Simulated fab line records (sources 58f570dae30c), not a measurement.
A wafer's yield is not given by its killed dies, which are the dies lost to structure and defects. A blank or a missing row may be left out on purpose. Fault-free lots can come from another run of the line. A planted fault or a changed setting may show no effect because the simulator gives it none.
Chamber matching + flow berkeleyCmos170 + wetBench-02 running UCB170_NWELL_WET_ETCH_18: 4 sister chambers
The step etches Si3N4 in H3PO4, time 14400 s. 8 wafers are shown with their chamber, then 9 later ones without.

== WAFERS PAIRED WITH THEIR CHAMBERS ==
| wafer  | chamber | tempC (C) |
|--------|---------|-----------|
| L572.4 | 3       | 159.98    |
| L572.6 | 3       | 160.00    |
| L578.3 | 1       | 160.07    |
| L578.4 | 1       | 160.23    |
| L579.3 | 2       | 159.82    |
| L579.4 | 2       | 159.97    |
| L580.5 | 0       | 159.97    |
| L580.6 | 0       | 159.81    |

== WAFERS WITH NO CHAMBER GIVEN ==
| wafer  | tempC (C) |
|--------|-----------|
| L587.3 | 159.93    |
| L587.4 | 159.87    |
| L587.6 | 160.04    |
| L588.1 | 160.15    |
| L588.5 | 160.16    |
| L588.6 | 160.13    |
| L590.2 | 159.90    |
| L590.3 | 159.94    |
| L590.4 | 160.06    |

== THE CHAMBER EACH PASSED THROUGH ==
| wafer  | from the rows above               | in truth |
|--------|-----------------------------------|----------|
| L587.3 | can't be placed: 2 or 0 or 3 or 1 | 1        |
| L587.4 | can't be placed: 0 or 2 or 3      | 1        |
| L587.6 | can't be placed: 3 or 1 or 2 or 0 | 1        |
| L588.1 | can't be placed: 1 or 3           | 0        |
| L588.5 | can't be placed: 1 or 3           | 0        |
| L588.6 | can't be placed: 1 or 3           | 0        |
| L590.2 | can't be placed: 2 or 0 or 3      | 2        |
| L590.3 | can't be placed: 2 or 0 or 3 or 1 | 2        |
| L590.4 | can't be placed: 3 or 1 or 2 or 0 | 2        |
Correctly placed: 0 of 9. These rows do not allow placing 9 (true chamber among the candidates in 5). Placed wrongly: 0.
How it was worked out, from the rows above alone: a wafer's distance from a chamber is the root of the sum, over the readings, of the square of ((its reading less the chamber's mean) divided by the reading's scatter). The wafer belongs to the nearest chamber; if the next one is less than 2 further off, it can't be placed. For every chamber, the mean is computed from those of its wafers that are shown. How the scatter is found: for the shown wafers, subtract from each reading the mean of its chamber, square and add these, divide the total by (wafers less chambers), then take the root.
